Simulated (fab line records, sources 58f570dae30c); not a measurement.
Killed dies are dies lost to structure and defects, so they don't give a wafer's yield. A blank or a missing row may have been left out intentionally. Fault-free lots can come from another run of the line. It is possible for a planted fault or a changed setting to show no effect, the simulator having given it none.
Struck lot and sound lot, side by side ; flow berkeleyCmos170 ; 27 steps out of a route of 331
Sound: wafers L368.1, L368.2, L368.5. Struck: wafer L377.5 (left out: L377.1, L377.2 of the same lot, which were not struck); the cause appears at the end.
For every step that has rows: the tool of each side, followed by ch and its chambers, followed by its first start. Under that, the readings that differ: sound wafers ; struck wafers ; difference of the means ; sigmas: that difference in standard deviations of wafers without a fault.
alike: words and numbers the same on both sides, and readings whose means are apart by under 2 such deviations; not compared: readings that were withheld, readings missing a value for some wafer, numbers with overlapping values and no deviation given by the record, and bounds like >300 which may hide the same value.
The two part at a step that has a row with sigmas, a row that says differs or no value, or rows on one side only. When numbers do not overlap yet have no deviation, they are printed without sigmas and do not part them. A reading missing from all wafers of one side parts the sides only when that side holds two or more wafers.

first, 5 steps without rows for these wafers: UCB170_CONTACT_COAT_10 (resist thk 900 nm); UCB170_CONTACT_SOFTBAKE_11 (time 60 s); UCB170_CONTACT_EXPOSE_12 (exposes mask CONT, target cd 700 nm); UCB170_CONTACT_PEB_13; UCB170_CONTACT_DEVELOP_14 (develop time 45 s).
UCB170_CONTACT_CD_MEAS_15: target cd 700 nm.
  struck on cdSem-01, day 10 12:38; sound on cdSem-02, day 8 01:01
  alike: cdNm
UCB170_CONTACT_OVL_MEAS_16:
  struck on overlay-01, day 10 12:46; sound on overlay-01, day 8 01:08
  alike: CONTACT_OVL
UCB170_CONTACT_ETCH_17: etches BARC in N2/H2.
  sound on rieDiel-03 ch 0,2,3, day 8 01:11; struck on rieDiel-01 ch 2, day 10 12:47
  alike: drypumpMotorCurrentA, n2FlowSccm, oesProductAu, rfFwdPowerW, throttleValvePct
UCB170_CONTACT_ETCH_18: etches PSG in CHF3/CF4/Ar, stops on TiSi2, target depth 840 nm, time 195 s.
  sound on rieDiel-03 ch 0,2,3; struck on rieDiel-01 ch 2
reading;sound;struck;difference;sigmas
oesProductAu (a.u.);0.907 0.918 0.901;0.857;-0.052;-3
  alike: CHF3_flow_sccm, drypumpMotorCurrentA, mfcArSccm, rfFwdPowerW, throttleValvePct
  not compared: rfHoursCounterH
UCB170_CONTACT_STRIP_19: strips in O2.
  sound on plasmaAsher-03 ch 0,1, day 8 01:20; struck on plasmaAsher-01 ch 0, day 10 12:58
  alike: drypumpMotorCurrentA, oesProductAu
  not compared: rfHoursCounterH
UCB170_CONTACT_CD_MEAS_90: target cd 700 nm.
  struck on cdSem-02, day 10 13:04; sound on cdSem-02, day 8 01:44
  alike: cdNm
then, 1 step without rows for these wafers: UCB170_CONTACT_CLEAN_20 (cleans in SPM, time 600 s).
UCB170_M1_SPUTTER_00: material Al, target thk 600 nm, time 80 s.
  struck on pvdSputter-03, day 10 13:22; sound on pvdSputter-02, day 8 02:02
reading;sound;struck;difference;sigmas
model.Al_of_M1_SPUTTER_00.thkNm (nm);595.3 592.7 601.9;523.1;-73.5;
  alike: throttleValvePct
UCB170_M1_RS_MEAS_01: uses a four-point probe to measure.
  struck on filmMetro-03, day 10 13:25; sound on filmMetro-04, day 8 02:06
reading;sound;struck;difference;sigmas
M1_AL_RS (ohm/sq);0.0489 0.0491 0.0483;0.0559;+0.0071;+14
UCB170_M1_THK_MEAS_02: measures by xrf.
  struck on filmMetro-03, day 10 13:32; sound on filmMetro-04, day 8 02:13
reading;sound;struck;difference;sigmas
M1_AL_THK (nm);592 589 600;527;-67;-10
then, 6 steps without rows for these wafers: UCB170_M1_COAT_03; UCB170_M1_COAT_04 (resist thk 900 nm); UCB170_M1_SOFTBAKE_05 (time 60 s); UCB170_M1_EXPOSE_06 (exposes mask METAL1, target cd 700 nm); UCB170_M1_PEB_07; UCB170_M1_DEVELOP_08 (develop time 45 s).
UCB170_M1_CD_MEAS_09: target cd 700 nm.
  struck on cdSem-01, day 10 14:53; sound on cdSem-01, day 8 03:07
  alike: cdNm
UCB170_M1_OVL_MEAS_10:
  struck on overlay-02, day 10 15:00; sound on overlay-01, day 8 03:14
  alike: M1_OVL
UCB170_M1_ETCH_11: etches BARC in N2/H2.
  sound on rieDiel-02 ch 0,2, day 8 03:17; struck on rieDiel-04 ch 3, day 10 15:02
  alike: drypumpMotorCurrentA, n2FlowSccm, oesProductAu, rfFwdPowerW, throttleValvePct
UCB170_M1_METAL_ETCH_12: etches Al in Cl2/BCl3, stops on PSG, target depth 780 nm, time 130 s.
  sound on rieMetal-01 ch 0,1, day 8 03:19; struck on rieMetal-01 ch 0, day 10 15:05
reading;sound;struck;difference;sigmas
oesProductAu (a.u.);0.878 0.857 0.876;0.799;-0.071;-5
rfFwdPowerW (W);599.7 597.6 596.0;601.7;+3.9;+2
  alike: drypumpMotorCurrentA, throttleValvePct
  not compared: rfHoursCounterH
UCB170_M1_STRIP_13: strips in O2.
  sound on plasmaAsher-03 ch 0,1, day 8 03:27; struck on plasmaAsher-01 ch 1, day 10 15:13
  alike: drypumpMotorCurrentA, oesProductAu
  not compared: rfHoursCounterH
UCB170_M3_PROBE_99:
  struck on prober-02, day 11 12:14; sound on prober-01, day 8 18:08
reading;sound;struck;difference;sigmas
model.etest.m1.rsOhmSq;0.04895 0.04894 0.04788;0.05554;+0.00695;

## WHERE THEY PART
At UCB170_CONTACT_ETCH_18 first; at UCB170_M1_METAL_ETCH_12 last (within this record only). Later steps at which nothing parts them and some readings are alike: UCB170_M1_STRIP_13.

WHY: whatever the simulator had introduced
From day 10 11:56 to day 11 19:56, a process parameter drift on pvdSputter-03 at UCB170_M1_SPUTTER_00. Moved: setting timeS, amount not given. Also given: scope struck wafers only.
